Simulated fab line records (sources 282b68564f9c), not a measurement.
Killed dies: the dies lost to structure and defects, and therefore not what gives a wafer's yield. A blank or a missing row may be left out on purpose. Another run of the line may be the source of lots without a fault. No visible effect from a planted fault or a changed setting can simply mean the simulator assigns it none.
Struck lot and sound lot, side by side :: flow ritCmos :: 20 out of 202 route steps
Sound: the wafers L134.2, L134.3, L134.6. The struck wafers were L149.2, L149.3, L149.6. The cause comes at the end.
Per side, at each step with rows, come the tool, then ch with its chambers, and then its first start. Under that, the readings that differ: sound wafers :: struck wafers :: difference of the means :: sigmas: that difference in standard deviations of wafers without a fault.
alike: words and numbers the same on both sides, and readings whose means are apart by under 2 such deviations; not compared: readings that were withheld, readings missing a value for some wafer, numbers with overlapping values and no deviation given by the record, and bounds like >300 which may hide the same value.
A row with sigmas, a row that says differs or no value, or rows on one side alone: a step with any of these is where the two part. Numbers that don't overlap but have no deviation are shown without sigmas and don't part them. A reading missing from all wafers of one side parts the sides only when that side holds two or more wafers.

first, 3 steps without rows for these wafers: RIT_GATE_CLEAN_02 (cleans in dHF, time 30 s); RIT_GATE_CLEAN_03 (cleans in SC2, time 600 s); RIT_GATE_CLEAN_04 (cleans in dHF, time 60 s).
RIT_FOX2_THK_MEAS_91:
  sound: filmMetro-03 at day 2 15:48; struck: filmMetro-03 at day 5 16:16
  alike: FIELD_OXIDE_LEFT_2_THK
then, 2 steps without rows for these wafers: RIT_GATE_OXIDATION_05 (target thk 3 nm, ox time 270 s); RIT_GATE_ANNEAL_06 (time 600 s).
RIT_GATE_THK_MEAS_07:
  sound: filmMetro-02 at day 2 17:49; struck: filmMetro-03 at day 5 22:59
  alike: GATE_OXIDE_THK
then, 1 step without rows for these wafers: RIT_GATE_CVD_08 (deposits poly-Si from SiH4, target thk 250 nm, time 2220 s).
RIT_GATE_THK_MEAS_09:
  sound: filmMetro-02 at day 2 20:44; struck: filmMetro-03 at day 6 00:40
  alike: GATE_POLY_THK
then, 3 steps without rows for these wafers: RIT_GATE_HMDS_10 (prime time 60 s); RIT_GATE_COAT_11 (resist thk 850 nm); RIT_GATE_SOFTBAKE_12 (time 60 s).
RIT_GATE_EXPOSE_13: exposes mask M6, target cd 150 nm.
  sound on ilineStepper-01 ch 0, day 2 21:46; struck on ilineStepper-01 ch 0, day 6 01:33
reading: mask
sound: M6#0 M6#0 M6#0
struck: M6_R1#0 M6_R1#0 M6_R1#0
difference: differs
sigmas: 
then, 2 steps without rows for these wafers: RIT_GATE_PEB_14; RIT_GATE_DEVELOP_15 (develop time 50 s).
RIT_GATE_CD_MEAS_16: target cd 150 nm.
  sound: cdSem-02 at day 2 22:14; struck: cdSem-01 at day 6 01:59
reading: cdNm (nm)
sound: 151.7 152.8 153.2
struck: 192.5 191.8 191.4
difference: +39.3
sigmas: +18
RIT_GATE_OVL_MEAS_17:
  sound: overlay-01 at day 2 22:20; struck: overlay-01 at day 6 02:06
  alike: GATE_OVL
then, 1 step without rows for these wafers: RIT_GATE_HARDBAKE_18 (time 60 s).
RIT_GATE_ETCH_19: etches poly-Si in SF6/CHF3/O2, stops on SiO2, time 165 s, target depth 312.5 nm.
  sound on rieSi-01 ch 0,1,3, day 2 22:31; struck on rieSi-01 ch 0,2,3, day 6 02:17
reading: model.GATE.cdNm (nm)
sound: 151.8 153 152.9
struck: 192.6 191.4 191.1
difference: +39.1
sigmas: 
  alike: chamberPressureMTorr, drypumpMotorCurrentA, oesProductAu, throttleValvePct
  not compared: rfHoursCounterH
RIT_GATE_STRIP_20: strips in O2, time 180 s.
  sound on plasmaAsher-04 ch 1, day 2 22:37; struck on plasmaAsher-04 ch 0,1, day 6 02:23
  alike: chamberPressureMTorr, drypumpMotorCurrentA
  not compared: rfHoursCounterH

WHERE THEY PART
Earliest at RIT_GATE_EXPOSE_13; latest, in this record, at RIT_GATE_CD_MEAS_16. Later steps at which nothing parts them and some readings are alike: RIT_GATE_OVL_MEAS_17, RIT_GATE_ETCH_19, RIT_GATE_STRIP_20.

WHY: whatever the simulator had introduced
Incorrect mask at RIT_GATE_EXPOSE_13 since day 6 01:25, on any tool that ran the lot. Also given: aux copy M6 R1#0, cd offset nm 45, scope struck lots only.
